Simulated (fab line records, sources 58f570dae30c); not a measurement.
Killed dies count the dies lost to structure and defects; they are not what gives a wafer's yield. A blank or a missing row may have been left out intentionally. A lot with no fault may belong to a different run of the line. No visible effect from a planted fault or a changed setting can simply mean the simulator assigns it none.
fab line records    flow berkeley_cmos170
record: lots: 14  wafers: 42  last_day: 12
route steps=331 shown CONTACT@217
lots with no fault: from the same line, run without faults
start_h: start of the lot's first displayed wafer, in hours after the record's first day    wait_h: hours from the lot's prior step to this one    " the same as in the row above    L1.1+2: a single row standing in for several wafers    - no value, or no start was given    * or withheld: withheld    < > ~ a bound
route shown NAME@n: a module of which the file shows steps, and the number in the route of the first    usual: the fault-free wafers' mean and standard deviation    same: alike in all rows    chamber/n: place in a boat    sites: each site's reading    _std_site: how widely they spread, as a standard deviation    _edge_site: mean of outer sites minus mean of inner sites    radius_mm: how far each site lies from the wafer's centre    mask NAME#n: copy n    behind: the tool/chamber that last shaped the wafer    hold: reason for holding the lot/hours on hold/outcome of the hold    device: whichever transistor did not switch (one of n, p or np)    end of line: the route-end tests of the same wafers    for a step that has no rows: nothing shown but its recipe    killed: dies that structure and defects cost at the first sort, which is not the same as the wafer's yield    map: a wafer's dies, marking killed ones x, the rest . and places with no die _
set.NAME: setting as actually run; set.NAME@STEP: the setting as run at that earlier step    model.NAME: the simulator's own value behind a step, which no gauge read
route steps across a sampled set of lots; one table per step, one row per wafer
services: a tool's chamber out of use, with start hour (start_h, from the record's first day; less than 0 if before it), hours out, and reason
== steps ==
step: UCB170_CONTACT_CVD_01
recipe: material: PSG  target_thk_nm: 700  temp_c: 450  precursor: SiH4/O2/PH3  time_s: 2820  pressure_mtorr: 300  sih4_flow_sccm: 60  o2_flow_sccm: 90  ph3_flow_sccm: 25
usual: sih4_flow_sccm: 59.98/0.17  zone_power_source_pct: 6.79/0.087
lot.wafer  tool      chamber  start_h  wait_h  sih4_flow_sccm  zone_power_source_pct
L292.2     lpcvd-02  0        150.19   0.0     59.92           6.73
L292.5     "         0        "        "       59.68           6.80
L292.6     "         0        "        "       60.09           6.88
L296.1     lpcvd-02  1        150.19   0.0     59.77           6.76
L296.2     "         1        "        "       59.79           6.82
L296.4     "         1        "        "       59.80           6.95
L294.1     lpcvd-01  1        152.19   1.3     59.86           6.63
L294.2     "         1        "        "       59.93           6.63
L294.5     "         1        "        "       60.09           6.72
L295.2     lpcvd-01  1        152.19   1.6     59.90           6.77
L295.4     "         1        "        "       60.01           6.58
L295.5     "         1        "        "       60.00           6.66
L297.2     lpcvd-01  0        163.81   1.5     59.74           6.84
L297.4     "         0        "        "       59.89           6.85
L297.6     "         0        "        "       59.69           6.95
L298.1     lpcvd-01  0        171.56   0.0     59.85           6.66
L298.2     "         0        "        "       60.09           6.84
L298.6     "         0        "        "       59.80           6.90
L301.1     lpcvd-01  0        191.35   0.0     60.03           6.80
L301.3     "         0        "        "       59.94           6.78
L301.4     "         0        "        "       60.19           6.86
L299.1     lpcvd-02  1        193.57   1.4     59.98           6.81
L299.3     "         1        "        "       60.11           6.88
L299.5     "         1        "        "       59.93           6.86
L303.2     lpcvd-02  0        193.57   1.2     59.92           6.78
L303.4     "         0        "        "       60.03           6.83
L303.6     "         0        "        "       60.10           6.80
L309.1     lpcvd-02  1        231.16   0.0     60.00           6.84
L309.3     "         1        "        "       59.71           6.88
L309.6     "         1        "        "       59.94           6.78
L310.2     lpcvd-02  1        231.16   0.0     59.97           6.81
L310.3     "         1        "        "       59.90           6.80
L310.5     "         1        "        "       59.69           6.80
L312.2     lpcvd-02  0        234.66   1.0     59.66           6.89
L312.4     "         0        "        "       59.96           6.91
L312.5     "         0        "        "       59.97           6.80
L314.1     lpcvd-02  0        257.77   0.9     59.72           6.89
L314.2     "         0        "        "       59.76           6.79
L314.3     "         0        "        "       59.90           6.75
L315.3     lpcvd-02  1        268.01   1.7     60.26           6.87
L315.5     "         1        "        "       60.25           6.76
L315.6     "         1        "        "       60.33           6.59
step: UCB170_CONTACT_THK_MEAS_02
recipe: reads: PSG_of_CONTACT_CVD_01
usual: CONTACT_PSG_THK: 696/5.5
lot.wafer  tool           chamber  start_h  wait_h  CONTACT_PSG_THK[nm]
L296.1     film_metro-04  -        152.86   0.0     695
L296.2     "              -        "        "       704
L296.4     "              -        "        "       703
L292.2     film_metro-02  -        152.87   0.0     693
L292.5     "              -        "        "       697
L292.6     "              -        "        "       696
L294.1     film_metro-02  -        153.98   0.0     697
L294.2     "              -        "        "       699
L294.5     "              -        "        "       696
L295.2     film_metro-01  -        153.99   0.0     690
L295.4     "              -        "        "       697
L295.5     "              -        "        "       695
L297.2     film_metro-01  -        165.60   0.0     692
L297.4     "              -        "        "       685
L297.6     "              -        "        "       690
L298.1     film_metro-04  -        173.35   0.0     606
L298.2     "              -        "        "       615
L298.6     "              -        "        "       617
L301.1     film_metro-01  -        194.02   0.0     617
L301.3     "              -        "        "       622
L301.4     "              -        "        "       616
L299.1     film_metro-02  -        195.35   0.0     704
L299.3     "              -        "        "       700
L299.5     "              -        "        "       701
L303.2     film_metro-04  -        195.36   0.0     693
L303.4     "              -        "        "       688
L303.6     "              -        "        "       696
L309.1     film_metro-01  -        232.94   0.0     701
L309.3     "              -        "        "       703
L309.6     "              -        "        "       702
L310.2     film_metro-02  -        232.95   0.0     689
L310.3     "              -        "        "       694
L310.5     "              -        "        "       697
L312.2     film_metro-02  -        236.52   0.1     695
L312.4     "              -        "        "       698
L312.5     "              -        "        "       702
L314.1     film_metro-04  -        259.56   0.0     688
L314.2     "              -        "        "       692
L314.3     "              -        "        "       687
L315.3     film_metro-02  -        269.81   0.0     699
L315.5     "              -        "        "       695
L315.6     "              -        "        "       703
step: UCB170_CONTACT_ETCH_18
recipe: chemistry: CHF3/CF4/Ar  target: PSG  stop_on: TiSi2  CHF3_flow_sccm: 45  cf4_flow_sccm: 15  Ar_flow_sccm: 150  pressure_mtorr: 200  rf_w: 700  target_depth_a: 8400  over_etch_frac: 0.2  time_s: 195
usual: CHF3_flow_sccm: 45.01/0.15  chamber_pressure_mTorr: 200.01/0.18  drypump_motor_current_A: 5.7/0.48  oes_product_au: 0.894/0.012  throttle_valve_pct: 6.90/0.12
same: time_s: 195
lot.wafer  tool         chamber  start_h  wait_h  CHF3_flow_sccm  chamber_pressure_mTorr  drypump_motor_current_A  oes_product_au  rf_hours_counter_h  throttle_valve_pct
L296.1     rie_diel-02  1        -        -       45.16           199.77                  6.2                      0.891           96                  6.95
L296.2     "            0        "        "       45.29           199.91                  5.3                      0.890           82                  6.81
L296.4     "            3        "        "       45.22           199.86                  6.0                      0.879           5                   6.98
L292.2     rie_diel-01  2        -        -       45.00           199.95                  5.6                      0.881           71                  7.13
L292.5     "            0        "        "       44.93           200.13                  4.8                      0.895           -                   6.73
L292.6     "            3        "        "       45.17           199.92                  5.8                      0.881           -                   7.06
L295.2     rie_diel-04  1        -        -       45.08           199.96                  6.1                      0.894           116                 6.77
L295.4     "            2        "        "       44.84           200.16                  6.6                      0.914           57                  6.92
L295.5     "            2        "        "       44.93           200.01                  6.6                      0.900           -                   6.93
L294.1     rie_diel-02  0        -        -       44.91           200.07                  5.3                      0.892           82                  6.82
L294.2     "            1        "        "       45.06           200.16                  6.2                      0.896           96                  6.97
L294.5     "            2        "        "       44.95           200.14                  5.7                      0.902           -                   6.83
L297.2     rie_diel-02  0        -        -       45.04           199.69                  5.4                      0.884           83                  6.83
L297.4     "            2        "        "       45.02           200.08                  5.7                      0.892           104                 6.82
L297.6     "            1        "        "       44.95           200.62                  6.2                      0.887           -                   6.96
L298.1     rie_diel-04  1        -        -       45.09           199.85                  6.1                      0.836           118                 6.75
L298.2     "            3        "        "       45.21           199.88                  5.7                      0.840           111                 6.85
L298.6     "            0        "        "       45.09           199.88                  5.4                      0.849           -                   6.80
L301.1     rie_diel-04  2        -        -       44.96           200.06                  6.6                      0.849           59                  6.92
L301.3     "            1        "        "       45.10           199.88                  6.1                      0.844           118                 6.74
L301.4     "            3        "        "       45.20           200.22                  5.7                      0.843           112                 6.87
L299.1     rie_diel-02  3        -        -       44.83           200.19                  5.9                      0.881           7                   6.99
L299.3     "            2        "        "       44.87           200.15                  5.7                      0.907           105                 6.83
L299.5     "            2        "        "       44.80           200.23                  5.7                      0.901           -                   6.82
L303.2     rie_diel-01  3        -        -       44.99           199.73                  5.7                      0.880           74                  7.08
L303.4     "            1        "        "       44.94           199.88                  5.4                      0.890           8                   6.89
L303.6     "            1        "        "       44.86           200.13                  5.4                      0.883           -                   6.90
L309.1     rie_diel-02  3        -        -       45.12           199.91                  5.9                      0.889           9                   6.97
L309.3     "            0        "        "       45.28           199.81                  5.3                      0.899           86                  6.84
L309.6     "            0        "        "       45.03           199.72                  5.4                      0.895           -                   6.83
L310.2     rie_diel-04  2        -        -       44.73           199.84                  6.6                      0.900           62                  6.93
L310.3     "            0        "        "       44.88           199.93                  5.4                      0.896           117                 6.82
L310.5     "            3        "        "       44.87           200.25                  5.7                      0.908           -                   6.88
L312.2     rie_diel-01  3        -        -       45.09           199.94                  5.7                      0.873           76                  7.06
L312.4     "            1        "        "       45.26           200.18                  5.3                      0.885           8                   6.90
L312.5     "            1        "        "       44.95           199.96                  5.3                      0.893           -                   6.91
L314.1     rie_diel-04  0        -        -       44.96           200.17                  5.4                      0.894           118                 6.84
L314.2     "            1        "        "       44.96           200.07                  6.1                      0.892           120                 6.77
L314.3     "            3        "        "       44.97           199.86                  5.7                      0.894           116                 6.86
L315.3     rie_diel-04  1        -        -       44.87           200.04                  6.1                      0.909           120                 6.75
L315.5     "            3        "        "       45.00           200.51                  5.7                      0.898           -                   6.87
L315.6     "            2        "        "       44.97           200.13                  6.6                      0.923           -                   6.94
== services ==
tool         chamber  start_h  hours  kind
rie_diel-01  2        199.99   2.4    repair
rie_diel-04  1        201.02   26.1   repair
rie_diel-04  -        202.28   0.5    repair
rie_diel-01  1        205.51   33.8   repair
rie_diel-02  -        241.82   2.8    pm
rie_diel-01  1        243.74   23.5   repair
rie_diel-04  0        267.12   17.7   repair
== key ==
first_sign: step: UCB170_CONTACT_THK_MEAS_02  reading: CONTACT_PSG_THK  direction: down  sigmas: 14  usual: 696  struck: 616
effect: step: UCB170_CONTACT_ETCH_18  reading: oes_product_au  direction: down  sigmas: 4.2  usual: 0.894  struck: 0.843
met_at UCB170_CONTACT_CVD_01
struck_lots L298,L301
tester_left_out L298,L301
onset_between 163.81 171.56
fault: kind: process_parameter_drift  tool: lpcvd-01  chamber: -  onset_h: 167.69  steps: UCB170_CONTACT_CVD_01  channel: target_thk_nm  offset: -77  shape: step  end_h: 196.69  acts_in: these_recipes_only  stated: 700
tester_left_out: of these lots the tester's yield and bins aren't shown, on N5 and GAA mostly nor the transistor test; their killed dies are dies lost to structure and defects alone, not to doping, threshold or leakage, so they don't give the yield
